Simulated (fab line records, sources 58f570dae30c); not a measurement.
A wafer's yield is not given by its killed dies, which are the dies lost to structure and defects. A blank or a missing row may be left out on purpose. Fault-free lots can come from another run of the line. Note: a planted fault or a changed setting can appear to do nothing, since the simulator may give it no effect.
One fault seen from 2 desks    flow berkeley cmos170    what lay behind the numbers comes last; until then each desk has only its own

== THE TOOL OWNER'S DESK: pecvd-03 ==
The tool's own readings at UCB170_V2_CVD_00 (deposits SiO2 from TEOS/O2, target thk 2000 nm, time 250 s): means of the sampled wafers that have a number, for each lot that ran on this tool. The brackets show how far a lot's mean lies from the usual mean; more than 4 standard deviations puts the lot out of limits, marked OUT.
Columns: A = heater power w at UCB170_V2_CVD_00, usual 231 W
lot   first seen here  A
L832  day 7 13:29      193
L836  day 7 20:38      192
L839  day 9 03:19      223
L841  day 9 17:17      247
L844  day 10 06:16     216
Result from this desk: across the 5 lots, nothing is out of limits.

== METROLOGY DESK ==
What the gauges read, lot by lot, whatever tool the lot ran on: means of the sampled wafers that have a number. The brackets show how far a lot's mean lies from the usual mean; more than 4 standard deviations puts the lot out of limits, marked OUT.
Columns: A = V1_OVL at UCB170_V1_OVL_MEAS_13, usual 1 nm; B = V2_TEOS_THK at UCB170_V2_THK_MEAS_01, usual 1987 nm; C = M3_AL_THK at UCB170_M3_THK_MEAS_03, usual 896 nm
lot   first seen here  A   B                C
L834  day 7 09:23      -3  1978             901
L832  day 7 09:50      9   1969             891
L833  day 7 10:06      0   1990             891
L836  day 7 17:38      -2  1986             874
L835  day 7 17:52      3   2015             891
L839  day 9 00:07      -1  1821 (-6.1) OUT  902
L841  day 9 14:21      5   1823 (-6.1) OUT  895
L840  day 9 14:37      -5  1963             900
L844  day 10 03:17     1   1844 (-5.3) OUT  879
L850  day 11 14:26     -4  1963             882
L851  day 11 14:39     2   1991             888
L852  day 11 21:05     -2  1962             896
L853  day 11 21:16     4   1991             912
L854  day 12 16:10     5   1999             894
L855  day 12 17:01     2   1987             895
Finding of this desk: L839, L841, L844 out of limits, first seen on L839 at day 9 03:28 (V2_TEOS_THK at UCB170_V2_THK_MEAS_01). In limits: L834, L832, L833, L836, L835, L840, L850, L851, L852, L853, L854, L855.

== ALL TOGETHER ==
L839, L841, L844 would have let the metrology desk raise an alarm at day 9 03:28.
Nothing out of limits was seen by the tool owner's desk.
The tool owner's desk has L839, L841, L844 on record, within its limits.
The lots listed all ran UCB170_V2_CVD_00 on pecvd-03.

== WHAT THE SIMULATOR HAD INSERTED ==
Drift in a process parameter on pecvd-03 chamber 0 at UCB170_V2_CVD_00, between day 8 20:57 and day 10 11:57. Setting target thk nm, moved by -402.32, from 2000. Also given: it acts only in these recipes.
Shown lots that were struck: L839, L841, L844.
Time in hours between the start of the fault and the first out-of-limits reading at each desk: metrology desk, 7.
